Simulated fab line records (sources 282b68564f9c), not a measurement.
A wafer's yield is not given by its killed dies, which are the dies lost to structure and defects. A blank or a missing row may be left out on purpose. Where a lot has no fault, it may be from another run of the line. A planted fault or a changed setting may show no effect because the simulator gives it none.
Code-filled problem report in 8D (eight disciplines) form + flow ritCmos + the parts of the form that need people (team, actions taken, sign-off) are left out

## 1. WHAT WENT WRONG
At RIT_GATE_ETCH_19, runLengthS averages 209.9 s over 4 wafers from 2 lots, while fault-free wafers read 193.5 s, standard deviation 0.35. That is +47 standard deviations from the usual mean.
The step: etches poly-Si in SF6/CHF3/O2, stops on SiO2, time 165 s, target depth 312.5 nm.
First observed at day 6 21:49: wafer L305.1, on rieSi-02. The record has a number at this step for 18 wafers belonging to 6 lots. The rule behind "out" and "out of limits": a value lying over 4 standard deviations away from the usual mean. The other wafers with a number count as sound.

## 2. WHAT IT IS, AND WHAT IT ISN'T
| question                    | is                             | is not                                                                    |
|-----------------------------|--------------------------------|---------------------------------------------------------------------------|
| which readings at this step | runLengthS                     | drypumpMotorCurrentA, throttleValvePct                                    |
| which lots                  | L305, L307                     | L292, L297, L301, L308                                                    |
| which wafers of those lots  | L305.1, L305.6, L307.4, L307.5 | L305.2, L307.2                                                            |
| read on which tools         | rieSi-02                       | rieSi-01                                                                  |
| when                        | from day 6 21:49               | up to then (10 sound wafers); but 4 sound wafers of L307, L308 came after |

## 3. THE SUSPECTS, EACH WITH WHAT RULES IT OUT
Counting: any tool at a process step up to the reading remains a suspect provided it ran every lot that is out. Sound lots after the first of them don't rule it out here, since some wafers of a struck lot are sound.
- rieSi-02 at RIT_GATE_ETCH_19 (etches poly-Si in SF6/CHF3/O2, stops on SiO2, time 165 s, target depth 312.5 nm): kept. It ran every lot that is out, first L305 (day 6 21:49); its last sound lot up to then is L301 (day 6 09:39). Its own runLengthS readings are out on those wafers.
- Within rieSi-02 at RIT_GATE_ETCH_19: the wafers that are out ran in chamber 2; their sound lot-mates ran in chamber 1.
The count leaves rieSi-02 at RIT_GATE_ETCH_19.

## 4. THE CAUSE (what the simulator had put in)
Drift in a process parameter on rieSi-02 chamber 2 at RIT_GATE_ETCH_19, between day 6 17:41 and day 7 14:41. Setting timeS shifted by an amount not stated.
Counting left only this tool.

## 5. SEQUENCE OF EFFECTS, ordered by route
Rows list readings where the struck wafers' mean (over those with a number) sits beyond 3 standard deviations from the usual. Readings are gone through only where the record gives a usual standard deviation; hours: the median, over the lots, of the time from a lot's start at the first step in this table giving one to that lot's start at this step; sigmas: the change measured in usual standard deviations.
| hours | step             | reading      | usual      | on struck wafers | change | sigmas |
|-------|------------------|--------------|------------|------------------|--------|--------|
| 0     | RIT_GATE_ETCH_19 | oesProductAu | 0.854 a.u. | 0.806            | -0.047 | -4.0   |
| 0     | RIT_GATE_ETCH_19 | runLengthS   | 193.5 s    | 209.9            | +16.4  | +47    |
Here are the process steps it includes:
- RIT_GATE_ETCH_19: etches poly-Si in SF6/CHF3/O2, stops on SiO2, time 165 s, target depth 312.5 nm.

## 6. WHAT WOULD HAVE CAUGHT IT SOONER
In this record the first reading out of limits was taken at day 6 21:49, 4 hours after the fault began at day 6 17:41.
